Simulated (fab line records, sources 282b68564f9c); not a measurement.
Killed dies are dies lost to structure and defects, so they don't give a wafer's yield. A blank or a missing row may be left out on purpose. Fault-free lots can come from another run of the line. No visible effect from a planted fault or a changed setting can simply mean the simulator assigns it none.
fab line records -- flow rit-cmos
record: lots: 13, wafers: 39, last-day: 8
route steps=202 shown SILICIDE@162 M1@202
lots with no fault: from the same line, run without faults
start-h: start of the lot's first displayed wafer, in hours after the record's first day -- wait-h: how many hours have passed since the lot's step before this one -- " the same as in the row above -- L1.1+2: a row that stands for several wafers -- - no value, or no start given -- * or withheld: withheld -- < > ~ a bound
route shown NAME@n: names a module that has steps shown in the file, with the first one's number in the route -- usual: the fault-free wafers' mean and standard deviation -- same: alike in all rows -- chamber/n: place in a boat -- sites: each site's reading -- _std_site: standard deviation of those values -- _edge_site: mean of outer sites minus mean of inner sites -- radius-mm: how far each site lies from the wafer's centre -- mask NAME#n: copy n -- behind: the most recent tool/chamber to have shaped the wafer -- hold: cause of the lot's hold/its duration in hours/its outcome -- device: transistor that didn't switch, given as n, p or np -- end of line: the route-end tests of the same wafers -- a step given without rows: its recipe and nothing more -- killed: count of dies lost to structure and defects at first sort (not the wafer's yield) -- map: a wafer's dies, x killed, . not, _ none there
set.NAME: the run value of the setting; set.NAME@STEP: its run value at that earlier step -- model.NAME: the simulator's own value behind a step, which no gauge read
one table for each step of the route and one row for each wafer, over a sample of lots
services: a tool's chamber out of use, with start hour (start-h, from the record's first day; less than 0 if before it), hours out, and reason
== steps ==
step: RIT_SILICIDE_SPUTTER_01
recipe: material: Ti, target-thk-nm: 30, power-w: 350, chamber-pressure-pa: 0.667, gas: Ar, time-s: 240, substrate-temp-c: 25
usual: cathode-dc-power-W: 350.00/0.066, throttle-valve-pct: 30.3/0.82
lot.wafer,tool,chamber,start-h,wait-h,cathode-dc-power-W,throttle-valve-pct
L105.2,pvd-sputter-01,-,61.09,0.0,349.99,29.5
L105.4,pvd-sputter-01,-,61.09,0.0,349.91,31.8
L105.6,pvd-sputter-01,-,61.09,0.0,349.85,29.8
L106.2,pvd-sputter-04,-,62.65,0.0,350.01,29.2
L106.4,pvd-sputter-04,-,62.65,0.0,350.07,30.3
L106.5,pvd-sputter-04,-,62.65,0.0,349.94,30.3
L108.2,pvd-sputter-04,-,77.03,0.0,350.03,31.4
L108.3,pvd-sputter-04,-,77.03,0.0,350.04,29.0
L108.6,pvd-sputter-04,-,77.03,0.0,350.14,29.0
L110.3,pvd-sputter-01,-,84.67,0.0,349.94,30.4
L110.4,pvd-sputter-01,-,84.67,0.0,350.09,29.5
L110.5,pvd-sputter-01,-,84.67,0.0,350.00,30.2
L111.3,pvd-sputter-04,-,84.83,0.0,349.97,30.5
L111.4,pvd-sputter-04,-,84.83,0.0,350.08,31.6
L111.6,pvd-sputter-04,-,84.83,0.0,350.01,30.4
L112.1,pvd-sputter-03,-,87.15,0.0,350.05,29.6
L112.4,pvd-sputter-03,-,87.15,0.0,349.98,29.9
L112.5,pvd-sputter-03,-,87.15,0.0,350.02,29.5
L114.2,pvd-sputter-03,-,103.18,0.0,349.90,30.5
L114.3,pvd-sputter-03,-,103.18,0.0,350.01,29.6
L114.4,pvd-sputter-03,-,103.18,0.0,349.96,29.7
L115.4,pvd-sputter-04,-,103.36,0.0,350.03,31.6
L115.5,pvd-sputter-04,-,103.36,0.0,350.07,30.6
L115.6,pvd-sputter-04,-,103.36,0.0,350.04,30.5
L116.1,pvd-sputter-04,-,109.66,0.0,350.11,29.1
L116.2,pvd-sputter-04,-,109.66,0.0,349.99,30.5
L116.5,pvd-sputter-04,-,109.66,0.0,349.94,29.1
L118.1,pvd-sputter-04,-,119.67,0.0,350.11,31.8
L118.3,pvd-sputter-04,-,119.67,0.0,349.92,30.4
L118.5,pvd-sputter-04,-,119.67,0.0,350.01,30.6
L122.1,pvd-sputter-04,-,137.99,0.0,349.93,30.6
L122.2,pvd-sputter-04,-,137.99,0.0,350.00,30.4
L122.5,pvd-sputter-04,-,137.99,0.0,349.89,29.1
L125.3,pvd-sputter-01,-,163.23,0.0,350.13,30.3
L125.4,pvd-sputter-01,-,163.23,0.0,350.09,30.0
L125.6,pvd-sputter-01,-,163.23,0.0,349.89,29.5
L128.3,pvd-sputter-03,-,179.27,0.0,349.99,29.6
L128.5,pvd-sputter-03,-,179.27,0.0,349.94,29.3
L128.6,pvd-sputter-03,-,179.27,0.0,350.04,29.5
step: RIT_SILICIDE_RS_MEAS_02
recipe: thk-meas-gauge: four-point-probe, reads: Ti_of_SILICIDE_SPUTTER_01
usual: SILICIDE_TI_RS: 47.6/0.93
lot.wafer,tool,chamber,start-h,wait-h,SILICIDE_TI_RS[ohm/sq]
L105.2,film-metro-04,-,61.26,0.1,49.9
L105.4,film-metro-04,-,61.26,0.1,46.5
L105.6,film-metro-04,-,61.26,0.1,49.3
L106.2,film-metro-02,-,62.82,0.1,47.9
L106.4,film-metro-02,-,62.82,0.1,47.4
L106.5,film-metro-02,-,62.82,0.1,47.4
L108.2,film-metro-03,-,77.20,0.1,47.9
L108.3,film-metro-03,-,77.20,0.1,47.9
L108.6,film-metro-03,-,77.20,0.1,48.3
L110.3,film-metro-02,-,84.86,0.1,46.5
L110.4,film-metro-02,-,84.86,0.1,48.7
L110.5,film-metro-02,-,84.86,0.1,46.1
L111.3,film-metro-03,-,85.02,0.1,48.3
L111.4,film-metro-03,-,85.02,0.1,48.9
L111.6,film-metro-03,-,85.02,0.1,48.6
L112.1,film-metro-04,-,87.30,0.1,48.1
L112.4,film-metro-04,-,87.30,0.1,47.4
L112.5,film-metro-04,-,87.30,0.1,47.7
L114.2,film-metro-03,-,103.35,0.1,48.1
L114.3,film-metro-03,-,103.35,0.1,48.1
L114.4,film-metro-03,-,103.35,0.1,46.0
L115.4,film-metro-02,-,103.57,0.1,47.2
L115.5,film-metro-02,-,103.57,0.1,47.4
L115.6,film-metro-02,-,103.57,0.1,47.4
L116.1,film-metro-04,-,109.81,0.1,47.9
L116.2,film-metro-04,-,109.81,0.1,48.3
L116.5,film-metro-04,-,109.81,0.1,48.2
L118.1,film-metro-04,-,119.82,0.1,48.9
L118.3,film-metro-04,-,119.82,0.1,49.0
L118.5,film-metro-04,-,119.82,0.1,47.9
L122.1,film-metro-03,-,138.14,0.1,47.8
L122.2,film-metro-03,-,138.14,0.1,41.7
L122.5,film-metro-03,-,138.14,0.1,47.9
L125.3,film-metro-03,-,163.42,0.1,47.2
L125.4,film-metro-03,-,163.42,0.1,47.9
L125.6,film-metro-03,-,163.42,0.1,48.8
L128.3,film-metro-02,-,179.46,0.1,46.0
L128.5,film-metro-02,-,179.46,0.1,46.3
L128.6,film-metro-02,-,179.46,0.1,47.3
step: RIT_SILICIDE_THK_MEAS_03
recipe: thk-meas-gauge: xrf, reads: Ti_of_SILICIDE_SPUTTER_01
usual: SILICIDE_TI_THK: 30.6/0.48
lot.wafer,tool,chamber,start-h,wait-h,SILICIDE_TI_THK[nm]
L105.2,film-metro-04,-,61.37,0.1,29.2
L105.4,film-metro-04,-,61.37,0.1,30.9
L105.6,film-metro-04,-,61.37,0.1,29.5
L106.2,film-metro-02,-,62.93,0.1,30.3
L106.4,film-metro-02,-,62.93,0.1,30.6
L106.5,film-metro-02,-,62.93,0.1,30.7
L108.2,film-metro-03,-,77.31,0.1,30.6
L108.3,film-metro-03,-,77.31,0.1,30.6
L108.6,film-metro-03,-,77.31,0.1,30.5
L110.3,film-metro-02,-,84.96,0.1,31.0
L110.4,film-metro-02,-,84.96,0.1,29.9
L110.5,film-metro-02,-,84.96,0.1,31.3
L111.3,film-metro-03,-,85.12,0.1,30.2
L111.4,film-metro-03,-,85.12,0.1,30.2
L111.6,film-metro-03,-,85.12,0.1,30.2
L112.1,film-metro-04,-,87.42,0.1,30.1
L112.4,film-metro-04,-,87.42,0.1,30.6
L112.5,film-metro-04,-,87.42,0.1,30.4
L114.2,film-metro-03,-,103.46,0.1,30.5
L114.3,film-metro-03,-,103.46,0.1,30.3
L114.4,film-metro-03,-,103.46,0.1,31.4
L115.4,film-metro-02,-,103.66,0.1,30.7
L115.5,film-metro-02,-,103.66,0.1,30.6
L115.6,film-metro-02,-,103.66,0.1,30.7
L116.1,film-metro-04,-,109.93,0.1,30.3
L116.2,film-metro-04,-,109.93,0.1,30.1
L116.5,film-metro-04,-,109.93,0.1,30.2
L118.1,film-metro-04,-,119.94,0.1,29.7
L118.3,film-metro-04,-,119.94,0.1,29.8
L118.5,film-metro-04,-,119.94,0.1,30.3
L122.1,film-metro-03,-,138.26,0.1,30.7
L122.2,film-metro-03,-,138.26,0.1,34.3
L122.5,film-metro-03,-,138.26,0.1,30.7
L125.3,film-metro-03,-,163.52,0.1,30.8
L125.4,film-metro-03,-,163.52,0.1,30.6
L125.6,film-metro-03,-,163.52,0.1,30.2
L128.3,film-metro-02,-,179.56,0.1,31.5
L128.5,film-metro-02,-,179.56,0.1,31.2
L128.6,film-metro-02,-,179.56,0.1,30.6
step: RIT_M1_PROBE_99
usual: killed_at_M0_to_M3: 0.0/0.2, killed-at-contacts: 0.1/0.31, killed-at-front-end: 7/3, killed-dies: 7/3, killed-open: 3.8/2.1, killed-short: 3.6/1.9
same: gross-dies: 264, killed_at_M4_up: 0, killed-at-back-side: 0, killed-at-other: 0
lot.wafer,tool,chamber,start-h,wait-h,killed_at_M0_to_M3,killed-at-contacts,killed-at-front-end,killed-dies,killed-open,killed-short
L125.3,prober-01,-,170.43,0.2,0,0,4,4,2,2
L125.4,prober-01,-,170.48,0.2,0,0,10,10,9,1
L125.6,prober-01,-,170.58,0.2,0,0,7,7,5,2
killed by level:class
L125.3 FOX2:geometric-particle:short=1 GATE:geometric-particle:open=1 SILICIDE:geometric-particle:open=1 SILICIDE:geometric-particle:short=1
L125.4 GATE:geometric-particle:open=4 SILICIDE:geometric-particle:open=3 REOX:geometric-particle:open=2 GATE:geometric-particle:short=1
L125.6 GATE:geometric-particle:open=4 GATE:geometric-particle:short=1 SPACER:geometric-particle:short=1 SPACER:geometric-particle:open=1
== services ==
tool,chamber,start-h,hours,kind
pvd-sputter-01,-,37.99,3.0,repair
pvd-sputter-03,-,55.81,3.4,repair
pvd-sputter-03,-,59.01,6.0,repair
pvd-sputter-03,-,107.04,37.1,repair
pvd-sputter-01,-,141.84,0.8,repair
pvd-sputter-01,-,153.88,5.6,repair
== key ==
first-sign: step: RIT_SILICIDE_RS_MEAS_02, reading: SILICIDE_TI_RS, direction: down, sigmas: 6.4, usual: 47.6, struck: 41.7
effect: step: RIT_SILICIDE_THK_MEAS_03, reading: SILICIDE_TI_THK, direction: up, sigmas: 7.8, usual: 30.6, struck: 34.3
met-at RIT_SILICIDE_SPUTTER_01
struck-lots L122
struck-wafers L122.2
tester-left-out L122
onset-between 109.66 137.99
fault: kind: process-parameter-drift, tool: pvd-sputter-04, chamber: -, onset-h: 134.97, steps: RIT_SILICIDE_SPUTTER_01, channel: target-thk-nm, offset: 3.6, shape: step, end-h: 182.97, stated: 30, scope: struck-wafers-only
tester-left-out: of these lots the tester's yield and bins aren't shown, on N5 and GAA mostly nor the transistor test; their killed dies are dies lost to structure and defects alone, not to doping, threshold or leakage, so they don't give the yield
